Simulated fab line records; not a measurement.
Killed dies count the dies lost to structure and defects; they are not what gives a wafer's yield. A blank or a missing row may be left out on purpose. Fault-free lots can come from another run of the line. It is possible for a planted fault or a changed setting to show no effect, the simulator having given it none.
What tool caused it? ; flow berkeleyCmos170 ; Sampling: 7 lots, 21 wafers, 2 of 331 route steps

WHAT THE GAUGES READ, wafer by wafer
UCB170_SDANNEAL_RS_MEAS_05: the measuring method here is four-point-probe.
lot;measured;on;NLDD_RS (ohm/sq)
L421;day 8 00:56;filmMetro-03;616.9 617.7 616.8
L423;day 8 23:53;filmMetro-02;617.7 616.7 616.1
L426;day 9 10:31;filmMetro-03;618.0 617.8 618.5
L427;day 9 11:17;filmMetro-03;644.4 645.8 646.7 644.1 645.0 646.5
L432;day 10 17:32;filmMetro-04;641.1 640.3 642.1 640.2 642.0 641.7
L439;day 11 22:17;filmMetro-02;614.9 615.8 616.1
L442;day 13 00:33;filmMetro-03;618.9 619.2 617.7

WHICH TOOL RAN EACH LOT (tool, then ch and the chambers of the sampled wafers, then the start)
lot;UCB170_NLDD_IMPLANT_09
L421;implanter-04 ch 0, day 7 14:43
L423;implanter-01 ch 0, day 8 08:52
L426;implanter-04 ch 0, day 8 20:05
L427;implanter-01 ch 0, day 8 23:58
L432;implanter-01 ch 0, day 10 05:08
L439;implanter-04 ch 0, day 11 10:06
L442;implanter-03 ch 0, day 12 12:55
- UCB170_NLDD_IMPLANT_09

THE ANSWER, worked out from the rows above alone
Rule: the lots themselves supply what counts as usual. The widest of any qualifying gaps counts: lots, ordered by their means at a reading, are off when they make up no more than a third of the lots, leave a main group of 4 or more, and stand apart from it by 3 or more times the standard deviation of that group's means. A main group whose means are all the same, to the digits that the tables above print for the reading, isn't used. A lot without any number at a reading at which 4 lots or more have one is off too. All remaining lots with rows at the step are treated as sound.
Off: L427, L432, at UCB170_SDANNEAL_RS_MEAS_05 (NLDD_RS). For the main group the mean is 617.3 ohm/sq and the standard deviation 1.
If a tool, at a process step before that reading, ran all the lots that are off and no sound lot after the first of them, it fits. Those tools and the gauges at UCB170_SDANNEAL_RS_MEAS_05 are tried in the same way. One candidate fits, namely implanter-01 at UCB170_NLDD_IMPLANT_09. A fault onset in the window from L423 (day 8 08:52, its last sound lot) to L427 (day 8 23:58, its first lot off) fits.

WHAT THE SIMULATOR PUT IN
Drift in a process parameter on implanter-01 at UCB170_NLDD_IMPLANT_09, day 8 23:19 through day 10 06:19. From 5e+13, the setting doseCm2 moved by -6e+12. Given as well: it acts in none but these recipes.
Shown lots that were struck: L427, L432. The rule given above showed the same thing.
